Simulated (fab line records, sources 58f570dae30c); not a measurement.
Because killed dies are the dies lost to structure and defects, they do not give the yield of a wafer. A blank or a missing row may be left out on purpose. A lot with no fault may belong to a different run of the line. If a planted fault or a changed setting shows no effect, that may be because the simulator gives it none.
The tool behind it: which one?    flow berkeley cmos170    14 lots with 42 wafers sampled at 5 steps, on a route of 331 steps

## WHAT EACH GAUGE READ, for each wafer
UCB170_GATE_CD_MEAS_12: target cd 350 nm. Usual: cd nm at 349.7 nm, with a standard deviation of 1.3.
lot   measured      on         cd nm (nm)         flag
L410  day 7 09:31   cd sem-02  347.6 349.4 347.6  
L409  day 7 10:15   cd sem-01  351.6 351.7 351.0  
L414  day 8 03:17   cd sem-01  349.2 348.6 349.4  
L417  day 9 00:12   cd sem-01  350.6 349.6 350.3  
L416  day 9 00:29   cd sem-01  347.6 349.3 348.6  
L419  day 9 06:32   cd sem-02  349.9 350.3 349.7  
L418  day 10 15:26  cd sem-02  348.7 348.2 348.2  
L422  day 10 15:31  cd sem-01  349.1 348.9 349.3  
L425  day 10 21:02  cd sem-02  351.5 350.5 352.8  
L424  day 10 21:18  cd sem-02  351.7 352.3 351.7  
L431  day 11 22:58  cd sem-02  349.7 350.4 350.0  
L429  day 11 23:42  cd sem-02  349.3 347.3 348.4  
L430  day 11 23:58  cd sem-02  350.9 350.8 350.7  
L432  day 12 08:00  cd sem-01  347.2 348.3 348.1  

UCB170_NLDD_OVL_MEAS_07. Usual: NLDD_OVL typically reads -4 nm, with standard deviation 5.
lot   measured      on          NLDD_OVL (nm)  flag
L410  day 7 13:59   overlay-02  -14 -13 -12    
L409  day 7 15:10   overlay-02  2 0 -7         
L414  day 8 08:34   overlay-02  8 2 0          
L417  day 9 05:05   overlay-02  -5 -2 -2       
L416  day 9 04:56   overlay-01  -1 -8 -7       
L419  day 9 10:56   overlay-01  -1 2 2         
L418  day 10 18:52  overlay-01  -5 -4 0        
L422  day 10 19:20  overlay-01  -9 -7 -3       
L425  day 11 00:32  overlay-02  -7 -2 -1       
L424  day 11 01:09  overlay-02  -9 -3 2        
L431  day 12 03:51  overlay-02  -2 -16 1       
L429  day 12 04:43  overlay-01  310 315 318    OFF
L430  day 12 05:49  overlay-02  311 321 308    OFF
L432  day 12 14:33  overlay-02  -5 -10 -10     

UCB170_SPACER_THK_MEAS_01. Usual: SPACER_TEOS_THK typically reads 377 nm, with standard deviation 4.3.
lot   measured      on             SPACER_TEOS_THK (nm)  flag
L410  day 7 14:43   film metro-02  382 377 384           
L409  day 7 15:55   film metro-01  369 376 378           
L414  day 8 09:17   film metro-01  375 376 377           
L417  day 9 05:48   film metro-01  371 378 374           
L416  day 9 05:40   film metro-02  380 383 381           
L419  day 9 11:38   film metro-02  372 377 375           
L418  day 10 19:35  film metro-02  374 379 370           
L422  day 10 20:03  film metro-04  373 372 378           
L425  day 11 01:15  film metro-02  375 374 380           
L424  day 11 01:55  film metro-02  373 381 378           
L431  day 12 04:35  film metro-02  380 379 382           
L429  day 12 05:30  film metro-01  376 378 381           
L430  day 12 06:32  film metro-01  377 371 379           
L432  day 12 15:16  film metro-02  374 372 377           

UCB170_PSD_OVL_MEAS_07. Usual: PSD_OVL typically reads 0 nm, with standard deviation 5.9.
lot   measured      on          PSD_OVL (nm)  flag
L410  day 7 21:57   overlay-02  -4 -1 -6      
L409  day 7 22:35   overlay-01  -1 4 5        
L414  day 8 16:54   overlay-02  3 4 -5        
L417  day 9 14:44   overlay-01  -3 -5 4       
L416  day 9 14:52   overlay-02  -12 -5 -12    
L419  day 9 15:16   overlay-02  3 9 5         
L418  day 11 01:41  overlay-02  0 -2 5        
L422  day 11 01:48  overlay-01  -5 -2 -1      
L425  day 11 09:05  overlay-01  9 13 9        
L424  day 11 08:49  overlay-02  -4 1 -1       
L431  day 12 11:41  overlay-01  7 -8 -3       
L429  day 12 11:50  overlay-02  -13 -11 -5    
L430  day 12 12:03  overlay-02  -9 -1 2       
L432  day 12 22:27  overlay-01  1 1 2         

## EACH LOT AND THE TOOL THAT RAN IT (in order: tool; ch and the chambers of the sampled wafers; start)
lot   UCB170_NLDD_EXPOSE_03
L410  krf scanner-01 ch 0, day 7 12:53
L409  krf scanner-01 ch 0, day 7 14:14
L414  krf scanner-01 ch 0, day 8 07:18
L417  krf scanner-01 ch 0, day 9 04:33
L416  krf scanner-01 ch 0, day 9 04:28
L419  krf scanner-02 ch 0, day 9 10:25
L418  krf scanner-01 ch 0, day 10 18:17
L422  krf scanner-01 ch 0, day 10 18:50
L425  krf scanner-02 ch 0, day 11 00:02
L424  krf scanner-02 ch 0, day 11 00:40
L431  krf scanner-01 ch 0, day 12 02:41
L429  krf scanner-02 ch 0, day 12 03:36
L430  krf scanner-02 ch 0, day 12 04:40
L432  krf scanner-01 ch 0, day 12 13:49
- UCB170_NLDD_EXPOSE_03: exposes mask NSELECT, target cd 1200 nm.

## WHAT THE TOOLS THEMSELVES READ (means of the sampled wafers that have a number; where no wafer has one, the mark that the record gives instead)
The record holds no such reading with a usual standard deviation.

## THE ANSWER, worked out from the rows above alone
Rule: a lot is off if the mean of its wafers that have a number lies more than 3 standard deviations from the usual mean. A lot without any number at a reading at which 4 lots or more have one is off too. The other lots that the step has rows for count as sound. After the gauges, taken in route order, come the tools' own readings; for these a lot's mean is taken, as printed above. The first step at which some lot is off is used, and at that step the reading that is off furthest; a lot without a number counts as furthest.
Off: at UCB170_NLDD_OVL_MEAS_07 (NLDD_OVL), L429, L430.
If a tool, at a process step before that reading, ran all the lots that are off and no sound lot after the first of them, it fits. Those tools and the gauges at UCB170_NLDD_OVL_MEAS_07 are tried in the same way. One candidate fits, namely krf scanner-02 at UCB170_NLDD_EXPOSE_03. A fault onset in the window from L424 (day 11 00:40, its last sound lot) to L429 (day 12 03:36, its first lot off) fits.

## WHAT WAS PUT IN BY THE SIMULATOR
Scanner matching overlay: krf scanner-02, from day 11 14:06 on, at UCB170_NLDD_EXPOSE_03. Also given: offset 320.
Struck lots among those shown: L429, L430. The same result came from the rule above.
